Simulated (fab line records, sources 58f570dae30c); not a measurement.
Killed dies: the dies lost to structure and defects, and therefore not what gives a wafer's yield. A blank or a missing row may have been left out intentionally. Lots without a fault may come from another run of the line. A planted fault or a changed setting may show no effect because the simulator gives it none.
Split-lot trial | flow berkeleyCmos170 | 27 wafers read across 5 lots, on a route 331 steps long

== SPLIT DETAILS ==
At UCB170_NWELL_OXIDATION_01 (target thk 26.4 nm, ox time 1260 s), the setting oxTimeS was moved away from the recipe's 1260 s on 24 of the 27 wafers read, by -54.9% to +47.5%. All remaining wafers had this setting at the recipe value.

The file shows no step between the split and the reading.

== THE READING ==
NWELL_OXIDE_THK, in nm, at UCB170_NWELL_THK_MEAS_02. Typical for fault-free wafers on this fab line: 26.3 nm, with standard deviation 0.43 nm.

wafer  | tool, chamber at the split | oxTimeS as run, s | against the recipe | NWELL_OXIDE_THK, nm | against lot-mates on the recipe
L074.1 | -, -                       | 1858              | +47.5%             | 32.6                | no lot-mate on the recipe
L074.2 | -, -                       | 1858              | +47.5%             | 32.8                | no lot-mate on the recipe
L074.3 | -, -                       | 1858              | +47.5%             | 32.6                | no lot-mate on the recipe
L074.4 | -, -                       | 1858              | +47.5%             | 32.5                | no lot-mate on the recipe
L074.5 | -, -                       | 1858              | +47.5%             | 32.8                | no lot-mate on the recipe
L074.6 | -, -                       | 1858              | +47.5%             | 32.7                | no lot-mate on the recipe
L075.1 | -, -                       | 568.7             | -54.9%             | 16.9                | no lot-mate on the recipe
L075.2 | -, -                       | 568.7             | -54.9%             | 17.1                | no lot-mate on the recipe
L075.3 | -, -                       | 568.7             | -54.9%             | 17.3                | no lot-mate on the recipe
L075.4 | -, -                       | 568.7             | -54.9%             | 16.8                | no lot-mate on the recipe
L075.5 | -, -                       | 568.7             | -54.9%             | 16.6                | no lot-mate on the recipe
L075.6 | -, -                       | 568.7             | -54.9%             | 16.8                | no lot-mate on the recipe
L076.1 | -, -                       | 718               | -43.0%             | 19.4                | no lot-mate on the recipe
L076.2 | -, -                       | 718               | -43.0%             | 19.1                | no lot-mate on the recipe
L076.3 | -, -                       | 718               | -43.0%             | 19.3                | no lot-mate on the recipe
L076.4 | -, -                       | 718               | -43.0%             | 19.0                | no lot-mate on the recipe
L076.5 | -, -                       | 718               | -43.0%             | 19.3                | no lot-mate on the recipe
L076.6 | -, -                       | 718               | -43.0%             | 19.4                | no lot-mate on the recipe
L078.1 | -, -                       | 729.8             | -42.1%             | 19.5                | no lot-mate on the recipe
L078.2 | -, -                       | 729.8             | -42.1%             | 19.7                | no lot-mate on the recipe
L078.3 | -, -                       | 729.8             | -42.1%             | 19.7                | no lot-mate on the recipe
L078.4 | -, -                       | 729.8             | -42.1%             | 19.4                | no lot-mate on the recipe
L078.5 | -, -                       | 729.8             | -42.1%             | 20.0                | no lot-mate on the recipe
L078.6 | -, -                       | 729.8             | -42.1%             | 19.4                | no lot-mate on the recipe
L085.1 | furnace-03, 0              | 1260              | recipe             | 26.7                | -
L085.3 | furnace-03, 0              | 1260              | recipe             | 27.2                | -
L085.4 | furnace-03, 0              | 1260              | recipe             | 27.3                | -

FIT RESULTS
A straight line over all 27 wafers: NWELL_OXIDE_THK changes by +0.153 nm for each +1% of oxTimeS; r = +1.00; the points scatter about the line by 0.59 nm.
Too few moved wafers with a lot-mate on the recipe to fit a line net of each lot's own level.

== THE WHOLE CHAIN: every reading that the file lists as answering this split, in the file's order ==
step                      | what it does                       | reading                                                                           | change (the file's fit)               | r (the file's)
UCB170_NWELL_OXIDATION_01 | target thk 26.4 nm, ox time 1260 s | SiO2_of_NWELL_OXIDATION_01.thkNm (the simulator's own value, which no gauge read) | +0.152 nm for each +1% of the setting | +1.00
UCB170_NWELL_THK_MEAS_02  |                                    | NWELL_OXIDE_THK                                                                   | +0.152 for each +1% of the setting    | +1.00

== THE FILE'S OWN FIT ==
NWELL_OXIDE_THK changes by +0.152 nm for each +1% of oxTimeS, r = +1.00.
